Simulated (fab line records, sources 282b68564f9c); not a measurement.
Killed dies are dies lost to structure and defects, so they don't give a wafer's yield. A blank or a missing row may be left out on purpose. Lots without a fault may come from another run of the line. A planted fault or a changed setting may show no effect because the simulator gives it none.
Which tool did it? | flow rit_cmos | 14 lots, 42 wafers sampled, at 2 steps of a route of 202

WHAT THE GAUGES READ, wafer by wafer
The record holds no reading of a measuring or inspecting step that can be judged against a usual standard deviation.

WHICH TOOL RAN EACH LOT (tool, then ch and the chambers of the sampled wafers, then the start)
lot  | RIT_CONTACT_STRIP_12                | RIT_M1_PROBE_99
L692 | plasma_asher-01 ch 0,1, day 3 09:31 | -
L694 | plasma_asher-03 ch 0,1, day 3 16:12 | -
L695 | plasma_asher-02 ch 0,1, day 3 22:47 | prober-01, day 4 03:57
L696 | plasma_asher-03 ch 0,1, day 4 00:44 | prober-02, day 4 05:47
L697 | plasma_asher-01 ch 0,1, day 4 07:18 | -
L698 | plasma_asher-02 ch 0,1, day 4 12:35 | prober-02, day 4 17:47
L700 | plasma_asher-01 ch 0,1, day 4 21:38 | -
L703 | plasma_asher-01 ch 0,1, day 5 14:03 | prober-01, day 5 19:35
L706 | plasma_asher-03 ch 0,1, day 6 03:19 | -
L708 | plasma_asher-03 ch 0,1, day 6 13:47 | -
L709 | plasma_asher-03 ch 0,1, day 6 17:48 | prober-01, day 6 22:37
L710 | plasma_asher-01 ch 0,1, day 6 22:45 | prober-02, day 7 04:38
L711 | plasma_asher-01 ch 1, day 7 03:45   | prober-01, day 7 09:49
L712 | plasma_asher-03 ch 0,1, day 7 08:47 | prober-02, day 7 13:50
- RIT_CONTACT_STRIP_12: strips in O2, time 180 s.
- RIT_M1_PROBE_99

WHAT THE TOOLS THEMSELVES READ (means of the sampled wafers that have a number; where no wafer has one, the mark that the record gives instead)
RIT_CONTACT_STRIP_12.
lot  | tool            | chamber_pressure_mTorr (mTorr) | drypump_motor_current_A (A)
L692 | plasma_asher-01 | 3998                           | 5.7
L694 | plasma_asher-03 | 4001                           | 5.8
L695 | plasma_asher-02 | 4004                           | 6.0
L696 | plasma_asher-03 | 4000                           | 5.8
L697 | plasma_asher-01 | 4004                           | 5.3
L698 | plasma_asher-02 | 4001                           | 6.0
L700 | plasma_asher-01 | 3999                           | 5.7
L703 | plasma_asher-01 | 4000                           | 5.3
L706 | plasma_asher-03 | 3997                           | 5.8
L708 | plasma_asher-03 | 4004                           | 5.7
L709 | plasma_asher-03 | 4000                           | 5.7
L710 | plasma_asher-01 | 4000                           | 5.4
L711 | plasma_asher-01 | 4002                           | 6.0
L712 | plasma_asher-03 | 4000                           | 5.8

RIT_M1_PROBE_99.
lot  | tool      | killed_at_contacts | killed_at_front_end | killed_dies | killed_on_rim | killed_open | killed_short
L695 | prober-01 | 0.0                | 8                   | 8           | 1.7           | 3.3         | 4.7
L696 | prober-02 | 0.7                | 10                  | 10          | 2.7           | 6.0         | 4.3
L698 | prober-02 | 0.0                | 8                   | 8           | 2.3           | 2.3         | 5.3
L703 | prober-01 | 0.0                | 5                   | 5           | 0.3           | 2.0         | 3.0
L709 | prober-01 | 11.7               | 5                   | 17          | 6.3           | 2.7         | 2.7
L710 | prober-02 | 0.0                | 6                   | 6           | 2.0           | 3.5         | 3.0
L711 | prober-01 | 0.0                | 12                  | 12          | 3.0           | 5.0         | 6.5
L712 | prober-02 | 6.3                | 4                   | 11          | 3.7           | 2.0         | 2.3

THE ANSWER, worked out from the rows above alone
Rule: what is usual is taken from the lots themselves. Put in order of their means at a reading, lots are off if they are a third of the lots or fewer, leave a main group of 4 or more, and stand apart from it by a gap of 3 or more times the standard deviation of the main group's means; of several such gaps the widest counts. A main group whose means are all the same, to the digits that the tables above print for the reading, isn't used. A lot without any number at a reading at which 4 lots or more have one is off too. The other lots that the step has rows for count as sound. The gauges are gone through in route order, then the tools' own readings, and for those a lot's mean is taken as printed above. The first step at which some lot is off is used, and at that step the reading that is off furthest; a lot without a number counts as furthest.
Off: L709, L712, at RIT_M1_PROBE_99 (killed_at_contacts). The main group: mean 0.1, standard deviation 0.26. Neither off nor sound, because the step has no rows for them: L692, L694, L697, L700, L706, L708.
A tool fits if, at that step or a process step before it, it ran every lot that is off, and no sound lot after the first of them. One fits: plasma_asher-03 at RIT_CONTACT_STRIP_12. Its last sound lot is L696 (day 4 00:44), its first lot that is off L709 (day 6 17:48): a fault that began between those two fits.

WHAT THE SIMULATOR HAD PUT IN
Chamber particle source: plasma_asher-03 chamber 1, from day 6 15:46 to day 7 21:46, at RIT_CONTACT_STRIP_12. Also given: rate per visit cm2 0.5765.
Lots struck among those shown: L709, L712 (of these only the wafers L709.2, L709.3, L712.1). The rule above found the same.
